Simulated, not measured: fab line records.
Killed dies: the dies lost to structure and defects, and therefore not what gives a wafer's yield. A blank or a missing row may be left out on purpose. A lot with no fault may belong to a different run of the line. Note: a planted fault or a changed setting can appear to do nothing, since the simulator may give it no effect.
A struck lot beside a sound one + flow berkeley-cmos170 + 15 steps out of a route of 331
Sound: the wafers L336.1, L336.3, L336.4. Struck: wafers L344.1, L344.2, L344.4. The cause is named last.
For every step that has rows: the tool of each side, followed by ch and its chambers, followed by its first start. Under that, the readings that differ: sound wafers + struck wafers + difference of the means + sigmas: that difference in standard deviations of wafers without a fault.
alike: same words and numbers on both sides, and readings whose means sit less than 2 such deviations apart. not compared: any withheld reading, any reading some wafer has no value for, any bound like >300 that may hide the same value, and any number with overlapping values for which the record gives no deviation.
The two part at a step that has a row with sigmas, a row that says differs or no value, or rows on one side only. Numbers that have no deviation but don't overlap get no sigmas and don't part them. A reading that every wafer of one side lacks parts them only if that side has two wafers or more.

UCB170_ACTIVE_THK_MEAS_03:
  struck on film-metro-04, day 6 17:06; sound on film-metro-04, day 5 04:28
  alike: ACTIVE_OXIDE_THK
then, 2 steps without rows for these wafers: UCB170_ACTIVE_ANNEAL_04 (time 900 s); UCB170_ACTIVE_CVD_05 (deposits Si3N4 from SiH2Cl2/NH3, target thk 220 nm, time 3300 s).
UCB170_ACTIVE_THK_MEAS_06:
  struck on film-metro-02, day 6 23:31; sound on film-metro-04, day 5 09:58
  alike: ACTIVE_NITRIDE_THK
then, 6 steps without rows for these wafers: UCB170_ACTIVE_HMDS_07 (prime time 60 s); UCB170_ACTIVE_COAT_08 (resist thk 900 nm); UCB170_ACTIVE_SOFTBAKE_09 (time 60 s); UCB170_ACTIVE_EXPOSE_10 (exposes mask ACTIVE, target cd 1200 nm); UCB170_ACTIVE_PEB_11; UCB170_ACTIVE_DEVELOP_12 (develop time 45 s).
UCB170_ACTIVE_CD_MEAS_13 targets a cd of 1200 nm.
  struck on cd-sem-01, day 7 00:32; sound on cd-sem-01, day 5 11:30
  alike: cd-nm
UCB170_ACTIVE_OVL_MEAS_14:
  struck on overlay-02, day 7 00:40; sound on overlay-02, day 5 11:37
  alike: ACTIVE_OVL
UCB170_ACTIVE_ETCH_15: etches Si3N4 in CH3F/Ar/O2, stops on SiO2, target depth 242 nm, time 151 s.
  sound on rie-diel-04 ch 1,2, day 5 11:40; struck on rie-diel-04 ch 0,2,3, day 7 00:42
| reading                                       | sound             | struck            | difference | sigmas      |
|-----------------------------------------------|-------------------|-------------------|------------|-------------|
| oes-product-au (a.u.)                         | 0.944 0.936 0.947 | 0.861 0.846 0.858 | -0.087     | -7          |
| rf-fwd-power-W (W)                            | 447.8 448.3 447.2 | 267.1 269.8 266.8 | -179.9     | -99 or more |
| model.KrF_of_ACTIVE_COAT_08.thk-nm (nm)       | 723.4 724.5 726.8 | 765.1 766.1 764.5 | +40.3      |             |
| model.etch.depth-nm (nm)                      | 218.3 217.8 219   | 187.1 182.9 187.9 | -32.4      |             |
| model.SiO2_of_ACTIVE_OXIDATION_02.thk-nm (nm) | 23.27 23.42 23.29 | 23.83 23.8 23.59  | +0.41      |             |
  alike: drypump-motor-current-A, throttle-valve-pct
  not compared: rf-hours-counter-h
UCB170_ACTIVE_STRIP_16: strips in O2.
  sound on plasma-asher-02 ch 0,1, day 5 11:46; struck on plasma-asher-03 ch 0,1, day 7 00:48
| reading                      | sound             | struck            | difference | sigmas |
|------------------------------|-------------------|-------------------|------------|--------|
| strip-time-to-endpoint-s (s) | 18.07 18.10 18.14 | 19.05 19.08 19.04 | +0.95      | +11    |
  alike: drypump-motor-current-A, oes-product-au
  not compared: rf-hours-counter-h
UCB170_ACTIVE_CD_MEAS_90 targets a cd of 1200 nm.
  struck on cd-sem-01, day 7 00:54; sound on cd-sem-01, day 5 11:52
  alike: cd-nm

## WHERE THEY PART
First at UCB170_ACTIVE_ETCH_15; last, within this record, at UCB170_ACTIVE_STRIP_16. Later steps at which nothing parts them and some readings are alike: UCB170_ACTIVE_CD_MEAS_90.

WHY: the cause the simulator had injected
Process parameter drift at UCB170_ACTIVE_ETCH_15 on rie-diel-04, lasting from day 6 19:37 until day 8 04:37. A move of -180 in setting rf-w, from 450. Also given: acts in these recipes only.
